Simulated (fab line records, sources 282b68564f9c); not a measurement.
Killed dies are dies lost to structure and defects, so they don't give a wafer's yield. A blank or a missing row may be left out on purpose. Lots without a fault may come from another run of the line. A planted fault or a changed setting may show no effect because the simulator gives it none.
Which tool did it? | flow rit_cmos | 15 lots, 45 wafers sampled, at 2 steps of a route of 202

WHAT THE GAUGES READ, wafer by wafer
RIT_WELLDRIVE_RS_MEAS_02: measures by four-point-probe. Usual: PWELL_RS 429.5 ohm/sq, standard deviation 1.1.
lot  | measured    | on            | PWELL_RS (ohm/sq) | flag
L746 | day 2 04:21 | film_metro-04 | 430.0 429.2 429.7 |
L748 | day 2 15:29 | film_metro-04 | 429.8 429.5 430.0 |
L749 | day 2 18:58 | film_metro-02 | 428.6 430.5 430.2 |
L751 | day 3 05:25 | film_metro-04 | 429.0 427.9 429.2 |
L752 | day 3 11:13 | film_metro-02 | 428.8 427.3 427.0 |
L754 | day 3 21:17 | film_metro-03 | 445.7 444.4 445.3 | OFF
L755 | day 4 03:08 | film_metro-03 | 441.9 443.3 442.1 | OFF
L756 | day 4 07:13 | film_metro-04 | 442.5 444.0 443.9 | OFF
L759 | day 4 21:38 | film_metro-04 | 430.8 429.3 429.3 |
L760 | day 5 02:42 | film_metro-03 | 429.3 431.0 429.1 |
L762 | day 5 12:22 | film_metro-03 | 428.6 431.1 430.5 |
L763 | day 5 17:14 | film_metro-02 | 428.8 429.2 429.2 |
L767 | day 6 12:50 | film_metro-04 | 431.7 432.0 430.9 |
L768 | day 6 21:49 | film_metro-03 | 431.1 429.2 429.3 |
L769 | day 7 02:53 | film_metro-02 | 427.6 427.2 428.9 |

WHICH TOOL RAN EACH LOT (tool, then ch and the chambers of the sampled wafers, then the start)
lot  | RIT_PWELL_IMPLANT_08
L746 | implanter-03 ch 0, day 1 22:46
L748 | implanter-04 ch 0, day 2 09:53
L749 | implanter-02 ch 0, day 2 13:11
L751 | implanter-03 ch 0, day 2 23:49
L752 | implanter-03 ch 0, day 3 05:38
L754 | implanter-04 ch 0, day 3 14:58
L755 | implanter-04 ch 0, day 3 21:34
L756 | implanter-04 ch 0, day 4 00:16
L759 | implanter-03 ch 0, day 4 16:04
L760 | implanter-03 ch 0, day 4 20:13
L762 | implanter-03 ch 0, day 5 06:16
L763 | implanter-02 ch 0, day 5 11:22
L767 | implanter-03 ch 0, day 6 07:15
L768 | implanter-04 ch 0, day 6 16:11
L769 | implanter-03 ch 0, day 6 19:58
- RIT_PWELL_IMPLANT_08

WHAT THE TOOLS THEMSELVES READ (means of the sampled wafers that have a number; where no wafer has one, the mark that the record gives instead)
RIT_PWELL_IMPLANT_08. Usual: beam_on_s 9.98 s, standard deviation 0.19; dose_ions_cm2 6.999e+13, standard deviation 7.2e+10; faraday_current_uA 222, standard deviation 4.2.
lot  | tool         | beam_on_s (s) | dose_ions_cm2 | faraday_current_uA | flag
L746 | implanter-03 | 10.00         | 7.006e+13     | 222                |
L748 | implanter-04 | 9.83          | 6.998e+13     | 226                |
L749 | implanter-02 | 9.98          | 6.995e+13     | 222                |
L751 | implanter-03 | 10.09         | 6.995e+13     | 220                |
L752 | implanter-03 | 9.92          | 7.004e+13     | 224                |
L754 | implanter-04 | 9.94          | 6.650e+13     | 212                | OFF
L755 | implanter-04 | 10.09         | 6.639e+13     | 209                | OFF
L756 | implanter-04 | 10.28         | 6.649e+13     | 205                | OFF
L759 | implanter-03 | 10.04         | 7.005e+13     | 221                |
L760 | implanter-03 | 9.96          | 6.998e+13     | 223                |
L762 | implanter-03 | 9.92          | 7.002e+13     | 224                |
L763 | implanter-02 | 10.06         | 7.000e+13     | 221                |
L767 | implanter-03 | 10.01         | 6.992e+13     | 222                |
L768 | implanter-04 | 10.16         | 7.000e+13     | 219                |
L769 | implanter-03 | 9.88          | 6.999e+13     | 225                |

THE ANSWER, worked out from the rows above alone
Rule: a lot is off if the mean of its wafers that have a number lies more than 3 standard deviations from the usual mean. A lot without any number at a reading at which 4 lots or more have one is off too. The other lots that the step has rows for count as sound. The gauges are gone through in route order, then the tools' own readings, and for those a lot's mean is taken as printed above. The first step at which some lot is off is used, and at that step the reading that is off furthest; a lot without a number counts as furthest.
Off: L754, L755, L756, at RIT_WELLDRIVE_RS_MEAS_02 (PWELL_RS).
A tool fits if, at a process step before that reading, it ran every lot that is off, and no sound lot after the first of them. The gauges at RIT_WELLDRIVE_RS_MEAS_02 aren't tried: what is off there is off at RIT_PWELL_IMPLANT_08 too, on other tools, and a gauge's error can't cause that. None of those tried fits.

WHAT THE SIMULATOR HAD PUT IN
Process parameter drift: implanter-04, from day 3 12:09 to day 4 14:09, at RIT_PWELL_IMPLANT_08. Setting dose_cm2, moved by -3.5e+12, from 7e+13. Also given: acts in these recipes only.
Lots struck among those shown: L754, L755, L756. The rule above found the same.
